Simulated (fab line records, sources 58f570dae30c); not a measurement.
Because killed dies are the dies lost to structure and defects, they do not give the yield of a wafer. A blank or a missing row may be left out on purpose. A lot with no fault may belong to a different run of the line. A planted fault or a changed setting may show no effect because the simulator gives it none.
Lot-split experiment + flow berkeley_cmos170 + 5 lots, 27 wafers read, on a route of 331 steps

== THE SPLIT ITSELF ==
At UCB170_M1_SPUTTER_00 (material Al, target thk 600 nm, time 80 s), the setting time_s was moved away from the recipe's 80 s on 6 of the 27 wafers read, by +43.5% to +51.6%. All remaining wafers had this setting at the recipe value.

== FROM THE SPLIT TO THE READING: what the file shows between them, 5 steps ==
- UCB170_M1_RS_MEAS_01: measures by four-point-probe
- UCB170_M1_THK_MEAS_02: measures by xrf
- UCB170_M1_COAT_03
- UCB170_M1_COAT_04: resist thk 900 nm
- UCB170_M1_ETCH_11: etches BARC in N2/H2

== THE READING ==
oes_product_au, in a.u., at UCB170_M1_METAL_ETCH_12 (etches Al in Cl2/BCl3, stops on PSG, target depth 780 nm, time 130 s). Fault-free wafers of this fab line usually give 0.862 a.u., standard deviation 0.015 a.u.

| wafer  | tool, chamber at the split | time_s as run, s | against the recipe | oes_product_au, a.u. | against lot-mates on the recipe |
|--------|----------------------------|------------------|--------------------|----------------------|---------------------------------|
| L075.2 | pvd_sputter-04, -          | 80               | recipe             | 0.873                | -                               |
| L075.4 | pvd_sputter-04, -          | 80               | recipe             | 0.873                | -                               |
| L075.6 | pvd_sputter-04, -          | 80               | recipe             | 0.887                | -                               |
| L077.1 | pvd_sputter-03, -          | 80               | recipe             | 0.846                | -                               |
| L077.2 | pvd_sputter-03, -          | 121.3            | +51.6%             | 0.984                | +0.142                          |
| L077.3 | pvd_sputter-03, -          | 80               | recipe             | 0.833                | -                               |
| L077.4 | pvd_sputter-03, -          | 121.3            | +51.6%             | 0.989                | +0.147                          |
| L077.5 | pvd_sputter-03, -          | 121.3            | +51.6%             | 0.977                | +0.135                          |
| L077.6 | pvd_sputter-03, -          | 80               | recipe             | 0.848                | -                               |
| L079.1 | pvd_sputter-04, -          | 114.8            | +43.5%             | 0.965                | +0.115                          |
| L079.2 | pvd_sputter-04, -          | 80               | recipe             | 0.850                | -                               |
| L079.3 | pvd_sputter-04, -          | 80               | recipe             | 0.845                | -                               |
| L079.4 | pvd_sputter-04, -          | 114.8            | +43.5%             | 0.978                | +0.128                          |
| L079.5 | pvd_sputter-04, -          | 114.8            | +43.5%             | 0.967                | +0.117                          |
| L079.6 | pvd_sputter-04, -          | 80               | recipe             | 0.856                | -                               |
| L084.1 | pvd_sputter-04, -          | 80               | recipe             | 0.880                | -                               |
| L084.2 | pvd_sputter-04, -          | 80               | recipe             | 0.882                | -                               |
| L084.3 | pvd_sputter-04, -          | 80               | recipe             | 0.881                | -                               |
| L084.4 | pvd_sputter-04, -          | 80               | recipe             | 0.883                | -                               |
| L084.5 | pvd_sputter-04, -          | 80               | recipe             | 0.885                | -                               |
| L084.6 | pvd_sputter-04, -          | 80               | recipe             | 0.879                | -                               |
| L085.1 | pvd_sputter-03, -          | 80               | recipe             | 0.862                | -                               |
| L085.2 | pvd_sputter-03, -          | 80               | recipe             | 0.848                | -                               |
| L085.3 | pvd_sputter-03, -          | 80               | recipe             | 0.845                | -                               |
| L085.4 | pvd_sputter-03, -          | 80               | recipe             | 0.871                | -                               |
| L085.5 | pvd_sputter-03, -          | 80               | recipe             | 0.872                | -                               |
| L085.6 | pvd_sputter-03, -          | 80               | recipe             | 0.836                | -                               |

FIT RESULTS
A straight line over all 27 wafers: oes_product_au changes by +0.00237 a.u. for each +1% of time_s; r = +0.95; the points scatter about the line by 0.016 a.u.
The same after taking each lot's own level away (the mean of its wafers on the recipe; 27 wafers): +0.00274 a.u. for each +1%; r = +0.99; scatter 0.0081 a.u.
That fit puts the effect of the largest move of time_s on the reading at 0.14 a.u.
The lots' own levels span 0.8423 to 0.8817 a.u., that is 2.6 times the standard deviation above.
Hence the slope depends on the lot-to-lot level, as the two fits are not the same.
Check: for one of the wafers moved furthest among these (+51.6%), held out of the fit, the line's prediction against its lot-mates is +0.141 a.u. It came out at +0.142 a.u. against them.

== THE OTHER SPLITS THESE WAFERS WENT THROUGH ==
Note: prior to the reading, these wafers also went through further splits. Each is held against what the fit with the lots' levels taken away leaves over:
| other split on the same wafers           | wafers away from the commonest value | r with oes_product_au (lot level and that fit taken away) |
|------------------------------------------|--------------------------------------|-----------------------------------------------------------|
| UCB170_PWELL_ETCH_14 target_depth_a      | 9                                    | +0.05                                                     |
| UCB170_ACTIVE_ETCH_15 time_s             | 12                                   | -0.03                                                     |
| UCB170_GATE_ETCH_15 time_s               | 9                                    | +0.11                                                     |
| UCB170_SPACER_ETCHBACK_03 target_depth_a | 6                                    | +0.09                                                     |
| UCB170_SILICIDE_SPUTTER_01 time_s        | 12                                   | -0.21                                                     |

== THE WHOLE CHAIN: every reading that the file lists as answering this split, in the file's order ==
| step                    | what it does                                                         | reading                                                                     | change (the file's fit)                   | r (the file's) |
|-------------------------|----------------------------------------------------------------------|-----------------------------------------------------------------------------|-------------------------------------------|----------------|
| UCB170_M1_SPUTTER_00    | material Al, target thk 600 nm, time 80 s                            | Al_of_M1_SPUTTER_00.thk_nm (the simulator's own value, which no gauge read) | +6.07 nm for each +1% of the setting      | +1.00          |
| UCB170_M1_RS_MEAS_01    | measures by four-point-probe                                         | M1_AL_RS                                                                    | -0.000334 for each +1% of the setting     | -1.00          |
| UCB170_M1_THK_MEAS_02   | measures by xrf                                                      | M1_AL_THK                                                                   | +6 for each +1% of the setting            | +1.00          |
| UCB170_M1_METAL_ETCH_12 | etches Al in Cl2/BCl3, stops on PSG, target depth 780 nm, time 130 s | oes_product_au                                                              | +0.00274 a.u. for each +1% of the setting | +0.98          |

== FILE'S OWN FIT ==
oes_product_au changes by +0.00274 a.u. for each +1% of time_s, r = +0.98.
